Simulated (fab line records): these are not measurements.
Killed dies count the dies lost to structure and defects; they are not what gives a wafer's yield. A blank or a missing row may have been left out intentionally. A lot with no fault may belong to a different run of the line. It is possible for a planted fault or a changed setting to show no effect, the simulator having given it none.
Split-lot trial / flow rit-cmos / on a route of 202 steps: 5 lots, 23 wafers read

THE SPLIT
At RIT_ACTIVE_EXPOSE_08 (exposes mask M1, target cd 1400 nm), the setting dose-mj was moved away from the recipe's 225 on 7 of the 23 wafers read, by -5.2% to +4.8%. For the rest of the wafers, this setting stayed at what the recipe calls for.

FROM THE SPLIT TO THE READING: what the file shows between them, 6 steps
- RIT_ACTIVE_PEB_09
- RIT_ACTIVE_DEVELOP_10: develop time 50 s
- RIT_ACTIVE_CD_MEAS_11: target cd 1400 nm
- RIT_ACTIVE_HARDBAKE_12: time 60 s
- RIT_ACTIVE_ETCH_13: etches Si3N4 in SF6, stops on SiO2, time 210 s, target depth 210 nm
- RIT_ACTIVE_STRIP_14: strips in O2, time 180 s

THE READING
Shown in nm: cd-nm at RIT_ACTIVE_CD_MEAS_90, with target cd 1400 nm. Fault-free wafers of this fab line usually give 1400.2 nm, standard deviation 2.4 nm.

wafer=L074.1; tool, chamber at the split=iline-stepper-01, 0; dose-mj as run=225; against the recipe=recipe; cd-nm, nm=1397.8; against lot-mates on the recipe=-
wafer=L074.2; tool, chamber at the split=iline-stepper-01, 0; dose-mj as run=225; against the recipe=recipe; cd-nm, nm=1397.8; against lot-mates on the recipe=-
wafer=L074.3; tool, chamber at the split=iline-stepper-01, 0; dose-mj as run=225; against the recipe=recipe; cd-nm, nm=1395.9; against lot-mates on the recipe=-
wafer=L074.5; tool, chamber at the split=iline-stepper-01, 0; dose-mj as run=225; against the recipe=recipe; cd-nm, nm=1399.4; against lot-mates on the recipe=-
wafer=L074.6; tool, chamber at the split=iline-stepper-01, 0; dose-mj as run=225; against the recipe=recipe; cd-nm, nm=1396.9; against lot-mates on the recipe=-
wafer=L078.1; tool, chamber at the split=iline-stepper-01, 0; dose-mj as run=235.9; against the recipe=+4.8%; cd-nm, nm=1391.7; against lot-mates on the recipe=-10.9
wafer=L078.2; tool, chamber at the split=iline-stepper-01, 0; dose-mj as run=225; against the recipe=recipe; cd-nm, nm=1401.3; against lot-mates on the recipe=-
wafer=L078.4; tool, chamber at the split=iline-stepper-01, 0; dose-mj as run=235.9; against the recipe=+4.8%; cd-nm, nm=1393.3; against lot-mates on the recipe=-9.3
wafer=L078.5; tool, chamber at the split=iline-stepper-01, 0; dose-mj as run=225; against the recipe=recipe; cd-nm, nm=1403.9; against lot-mates on the recipe=-
wafer=L078.6; tool, chamber at the split=iline-stepper-01, 0; dose-mj as run=235.9; against the recipe=+4.8%; cd-nm, nm=1387.9; against lot-mates on the recipe=-14.7
wafer=L080.1; tool, chamber at the split=iline-stepper-01, 0; dose-mj as run=225; against the recipe=recipe; cd-nm, nm=1393.5; against lot-mates on the recipe=-
wafer=L080.2; tool, chamber at the split=iline-stepper-01, 0; dose-mj as run=233; against the recipe=+3.6%; cd-nm, nm=1390.3; against lot-mates on the recipe=-5.5
wafer=L080.3; tool, chamber at the split=iline-stepper-01, 0; dose-mj as run=225; against the recipe=recipe; cd-nm, nm=1399.1; against lot-mates on the recipe=-
wafer=L080.4; tool, chamber at the split=iline-stepper-01, 0; dose-mj as run=225; against the recipe=recipe; cd-nm, nm=1394.8; against lot-mates on the recipe=-
wafer=L080.6; tool, chamber at the split=iline-stepper-01, 0; dose-mj as run=233; against the recipe=+3.6%; cd-nm, nm=1389.6; against lot-mates on the recipe=-6.2
wafer=L082.2; tool, chamber at the split=iline-stepper-02, 0; dose-mj as run=225; against the recipe=recipe; cd-nm, nm=1396.0; against lot-mates on the recipe=-
wafer=L082.3; tool, chamber at the split=iline-stepper-02, 0; dose-mj as run=225; against the recipe=recipe; cd-nm, nm=1397.4; against lot-mates on the recipe=-
wafer=L082.5; tool, chamber at the split=iline-stepper-02, 0; dose-mj as run=225; against the recipe=recipe; cd-nm, nm=1397.5; against lot-mates on the recipe=-
wafer=L084.1; tool, chamber at the split=iline-stepper-02, 0; dose-mj as run=213.3; against the recipe=-5.2%; cd-nm, nm=1414.2; against lot-mates on the recipe=+14.8
wafer=L084.2; tool, chamber at the split=iline-stepper-02, 0; dose-mj as run=225; against the recipe=recipe; cd-nm, nm=1395.9; against lot-mates on the recipe=-
wafer=L084.3; tool, chamber at the split=iline-stepper-02, 0; dose-mj as run=225; against the recipe=recipe; cd-nm, nm=1401.5; against lot-mates on the recipe=-
wafer=L084.5; tool, chamber at the split=iline-stepper-02, 0; dose-mj as run=225; against the recipe=recipe; cd-nm, nm=1400.9; against lot-mates on the recipe=-
wafer=L084.6; tool, chamber at the split=iline-stepper-02, 0; dose-mj as run=213.3; against the recipe=-5.2%; cd-nm, nm=1412.5; against lot-mates on the recipe=+13.1

FIT RESULTS
A straight line over all 23 wafers: cd-nm changes by -2.2 nm for each +1% of dose-mj; r = -0.89; the points scatter about the line by 3 nm.
The same after taking each lot's own level away (the mean of its wafers on the recipe; 23 wafers): -2.4 nm for each +1%; r = -0.95; scatter 2 nm.
Per that fit: largest dose-mj move, reading shift of 12 nm.
The lots' own levels span 1395.80 to 1402.60 nm, that is 2.8 times the standard deviation above.
The two slopes are in agreement: the lot-to-lot level therefore moves the slope only a little.
Check: for one of the wafers moved furthest among these (-5.2%), held out of the fit, the line's prediction against its lot-mates is +12.1 nm. Against them it came out at +14.8 nm.

OTHER SPLITS APPLIED TO THESE WAFERS
Before the reading, these wafers also passed through other splits. Each is held against what the fit with the lots' levels taken away leaves over:
other split on the same wafers=RIT_ACTIVE_COAT_06 resist-thk-nm; wafers away from the commonest value=5; r with cd-nm (lot level and that fit taken away)=+0.34

THE WHOLE CHAIN: every reading that the file lists as answering this split, in the file's order
step=RIT_ACTIVE_CD_MEAS_11; what it does=target cd 1400 nm; reading=cd-nm; change (the file's fit)=-2.44 nm for each +1% of the setting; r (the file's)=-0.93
step=RIT_ACTIVE_ETCH_13; what it does=etches Si3N4 in SF6, stops on SiO2, time 210 s, target depth 210 nm; reading=ACTIVE.cd-nm (the simulator's own value, which no gauge read); change (the file's fit)=-2.41 nm for each +1% of the setting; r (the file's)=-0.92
step=RIT_ACTIVE_CD_MEAS_90; what it does=target cd 1400 nm; reading=cd-nm; change (the file's fit)=-2.36 nm for each +1% of the setting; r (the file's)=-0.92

FILE'S OWN FIT
cd-nm changes by -2.36 nm for each +1% of dose-mj, r = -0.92.
